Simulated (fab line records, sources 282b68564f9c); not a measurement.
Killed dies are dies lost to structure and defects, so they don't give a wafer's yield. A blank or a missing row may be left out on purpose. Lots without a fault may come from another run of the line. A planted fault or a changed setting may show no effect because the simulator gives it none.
Split-lot experiment | flow rit_cmos | 5 lots, 27 wafers read, on a route of 202 steps

THE SPLIT
At RIT_CONTACT_DEVELOP_07 (develop time 120 s), the setting develop_time_s was moved away from the recipe's 120 s on 12 of the 27 wafers read, by -34.9% to +49.1%. The other wafers ran this setting at the recipe's value.

FROM THE SPLIT TO THE READING: what the file shows between them, 4 steps
- RIT_CONTACT_CD_MEAS_08: target cd 1000 nm
- RIT_CONTACT_HARDBAKE_10: time 60 s
- RIT_CONTACT_ETCH_11: etches SiO2 in CHF3/CF4/Ar, stops on TiSi2, target depth 480 nm, time 320 s
- RIT_CONTACT_STRIP_12: strips in O2, time 180 s

THE READING
cd_nm, in nm, at RIT_CONTACT_CD_MEAS_90 (target cd 1000 nm). Fault-free wafers of this fab line usually give 999.2 nm, standard deviation 2.7 nm.

wafer  | tool, chamber at the split | develop_time_s as run, s | against the recipe | cd_nm, nm | against lot-mates on the recipe
L074.1 | litho_track-03, 0          | 178.9                    | +49.1%             | 1035.1    | +32.8
L074.2 | litho_track-03, 0          | 178.9                    | +49.1%             | 1032.2    | +29.9
L074.3 | litho_track-03, 0          | 178.9                    | +49.1%             | 1033.2    | +30.9
L074.4 | litho_track-03, 0          | 120                      | recipe             | 1001.6    | -
L074.5 | litho_track-03, 0          | 120                      | recipe             | 1004.2    | -
L074.6 | litho_track-03, 0          | 120                      | recipe             | 1001.1    | -
L078.1 | litho_track-01, 0          | 162.5                    | +35.4%             | 1023.1    | +25.1
L078.2 | litho_track-01, 0          | 162.5                    | +35.4%             | 1025.0    | +27.0
L078.3 | litho_track-01, 0          | 120                      | recipe             | 998.1     | -
L078.4 | litho_track-01, 0          | 120                      | recipe             | 999.2     | -
L078.5 | litho_track-01, 0          | 162.5                    | +35.4%             | 1022.2    | +24.2
L078.6 | litho_track-01, 0          | 120                      | recipe             | 996.8     | -
L080.1 | litho_track-01, 0          | 120                      | recipe             | 995.2     | -
L080.2 | litho_track-01, 0          | 120                      | recipe             | 996.1     | -
L080.3 | litho_track-01, 0          | 78.16                    | -34.9%             | 958.6     | -36.5
L080.4 | litho_track-01, 0          | 78.16                    | -34.9%             | 956.8     | -38.3
L080.5 | litho_track-01, 0          | 120                      | recipe             | 994.0     | -
L080.6 | litho_track-01, 0          | 78.16                    | -34.9%             | 958.1     | -37.0
L082.1 | litho_track-01, 0          | 120                      | recipe             | 998.5     | -
L082.2 | litho_track-01, 0          | 149.9                    | +24.9%             | 1015.6    | +17.1
L082.3 | litho_track-01, 0          | 149.9                    | +24.9%             | 1018.4    | +19.9
L082.4 | litho_track-01, 0          | 149.9                    | +24.9%             | 1015.8    | +17.3
L082.5 | litho_track-01, 0          | 120                      | recipe             | 997.0     | -
L082.6 | litho_track-01, 0          | 120                      | recipe             | 999.9     | -
L083.1 | litho_track-03, 0          | 120                      | recipe             | 1001.1    | -
L083.3 | litho_track-03, 0          | 120                      | recipe             | 1003.4    | -
L083.6 | litho_track-03, 0          | 120                      | recipe             | 1001.5    | -

THE FIT
A straight line over all 27 wafers: cd_nm changes by +0.846 nm for each +1% of develop_time_s; r = +0.97; the points scatter about the line by 4.8 nm.
The same after taking each lot's own level away (the mean of its wafers on the recipe; 27 wafers): +0.793 nm for each +1%; r = +0.98; scatter 3.8 nm.
On that fit, the largest move of develop_time_s shifts the reading by 39 nm.
The lots' own levels span 995.10 to 1002.30 nm, that is 2.7 times the standard deviation above.
So the lot-to-lot level changes the slope little: the two slopes agree.
Check: with one of the wafers moved furthest among these (+49.1%) left out of the fit, the line predicts +37.2 nm for it against its lot-mates. It came out at +32.8 nm against them.

OTHER SPLITS ON THESE WAFERS
These wafers also went through other splits before the reading. Each is held against what the fit with the lots' levels taken away leaves over:
other split on the same wafers    | wafers away from the commonest value | r with cd_nm (lot level and that fit taken away)
RIT_ACTIVE_ETCH_13 target_depth_a | 6                                    | -0.19
RIT_SILICIDE_RTA_06 time_s        | 12                                   | +0.02

THE WHOLE CHAIN: every reading that the file lists as answering this split, in the file's order
step                   | what it does                                                                | reading                                                                          | change (the file's fit)               | r (the file's)
RIT_CONTACT_CD_MEAS_08 | target cd 1000 nm                                                           | cd_nm                                                                            | +0.766 nm for each +1% of the setting | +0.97
RIT_CONTACT_ETCH_11    | etches SiO2 in CHF3/CF4/Ar, stops on TiSi2, target depth 480 nm, time 320 s | CONTACT.cd_nm (the simulator's own value, which no gauge read)                   | +0.762 nm for each +1% of the setting | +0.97
RIT_CONTACT_CD_MEAS_90 | target cd 1000 nm                                                           | cd_nm                                                                            | +0.761 nm for each +1% of the setting | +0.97
RIT_M1_PROBE_99        |                                                                             | etest.contact_to_gate.bv_left_v (the simulator's own value, which no gauge read) | -0.191 V for each +1% of the setting  | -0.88

THE FILE'S OWN FIT
cd_nm changes by +0.761 nm for each +1% of develop_time_s, r = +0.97.
